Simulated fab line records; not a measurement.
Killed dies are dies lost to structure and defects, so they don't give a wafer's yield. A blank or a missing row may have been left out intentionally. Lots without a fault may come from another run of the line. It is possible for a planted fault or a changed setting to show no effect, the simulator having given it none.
Struck lot and sound lot, side by side -- flow rit-cmos -- 17 steps out of a route of 202
Sound: these wafers, L228.2, L228.3, L228.5. Wafers L238.2, L238.4, L238.6 were the ones struck. The cause is named last.
At each step with rows: each side's tool, then ch and its chambers, then its first start. Under that, the readings that differ: sound wafers -- struck wafers -- difference of the means -- sigmas: that difference in standard deviations of wafers without a fault.
alike: readings with means less than 2 such deviations apart, plus words and numbers identical on both sides. not compared: withheld readings, readings lacking a value on some wafer, bounds such as >300 that could conceal the same value, and numbers that have no deviation in the record and whose values overlap.
A row with sigmas, a row that says differs or no value, or rows on one side alone: a step with any of these is where the two part. Numbers that don't overlap but have no deviation are shown without sigmas and don't part them. Lack of a reading on every wafer of one side parts them only where that side has two or more wafers.

RIT_FOX2_THK_MEAS_01:
  sound on film-metro-04 at day 2 00:34; struck on film-metro-04 at day 4 03:07
  alike: FOX2_OXIDE_THK
then, 2 steps without rows for these wafers: RIT_FOX2_CLEAN_02 (cleans in dHF, time 180 s); RIT_FOX2_WET_ETCH_03 (etches Si3N4 in H3PO4, target depth 195 nm, time 2700 s).
RIT_FOX2_THK_MEAS_90:
  sound on film-metro-01 at day 2 01:31; struck on film-metro-01 at day 4 04:04
  alike: FIELD_OXIDE_LEFT_1_THK
then, 6 steps without rows for these wafers: RIT_NWELL_HMDS_00 (prime time 60 s); RIT_NWELL_COAT_01 (resist thk 1300 nm); RIT_NWELL_SOFTBAKE_02 (time 60 s); RIT_NWELL_EXPOSE_03 (exposes mask M2, target cd 43900 nm); RIT_NWELL_PEB_04; RIT_NWELL_DEVELOP_05 (develop time 68 s).
RIT_NWELL_OVL_MEAS_06:
  sound on overlay-02 at day 2 02:27; struck on overlay-02 at day 4 05:05
  alike: NWELL_OVL
then, 1 step without rows for these wafers: RIT_NWELL_HARDBAKE_07 (time 120 s).
RIT_NWELL_IMPLANT_08:
  sound on implanter-03 ch 0, day 2 02:45; struck on implanter-03 ch 0, day 4 05:23
reading,sound,struck,difference,sigmas
beam-energy-keV,170.10 170.05 170.06,139.38 139.37 139.49,-30.66,-99 or more
model.implant.rp-nm (nm),213.4 213.4 213.4,173.1 173.1 173.1,-40.3,
model.implant.drp-nm (nm),68.82 68.82 68.82,59.23 59.23 59.23,-9.59,
RIT_NWELL_STRIP_09: strips in O2, time 180 s.
  sound on plasma-asher-01 ch 0,1, day 2 02:53; struck on plasma-asher-02 ch 0, day 4 05:31
  alike: drypump-motor-current-A
  not compared: rf-hours-counter-h
RIT_NWELL_TW_MEAS_10:
  sound on film-metro-01 at day 2 03:04; struck on film-metro-01 at day 4 05:42
reading,sound,struck,difference,sigmas
NWELL_TW,2134 2138 2144,2058 2053 2059,-82,-8
then, 1 step without rows for these wafers: RIT_PWELL_HMDS_00 (prime time 60 s).
RIT_M1_PROBE_99:
  sound on prober-01 at day 3 15:25; struck on prober-01 at day 5 22:59
reading,sound,struck,difference,sigmas
model.etest.nwell-pinched.rs-ohm-sq,334 336.4 333.5,344.6 349.9 342,+10.9,
model.etest.well-edge-right.line-ohm-um,182.9 182.4 180,185.7 191 185.7,+5.7,
model.etest.well-edge-left.line-ohm-um,182.3 181.7 180.8,187.5 186 186.9,+5.2,
model.etest.field-p-metal.vt-v (V),-29.12 -28.75 -29.65,-25.51 -25.85 -26.12,+3.35,
model.etest.field-p.vt-v (V),-12.44 -12.52 -12.64,-10.77 -11.04 -10.88,+1.64,
model.etest.iso-nwell-nwell.bv-v (V),22.07 22.29 22.34,22.47 22.41 22.48,+0.22,
model.etest.iso-pplus-pwell.lateral-log10-a-um,-9.29 -9.243 -9.259,-9.186 -9.239 -9.228,+0.046,
model.etest.pmos-narrow.vt-less-v (V),0.02183 0.0215 0.01779,0.03194 0.02941 0.02825,+0.00949,
  alike: killed-at-contacts, killed-at-front-end, killed-dies, killed-open, killed-short

WHERE THEY PART
Earliest at RIT_NWELL_IMPLANT_08; latest, in this record, at RIT_NWELL_TW_MEAS_10. Later steps at which nothing parts them and some readings are alike: RIT_M1_PROBE_99.

WHY: the cause the simulator had injected
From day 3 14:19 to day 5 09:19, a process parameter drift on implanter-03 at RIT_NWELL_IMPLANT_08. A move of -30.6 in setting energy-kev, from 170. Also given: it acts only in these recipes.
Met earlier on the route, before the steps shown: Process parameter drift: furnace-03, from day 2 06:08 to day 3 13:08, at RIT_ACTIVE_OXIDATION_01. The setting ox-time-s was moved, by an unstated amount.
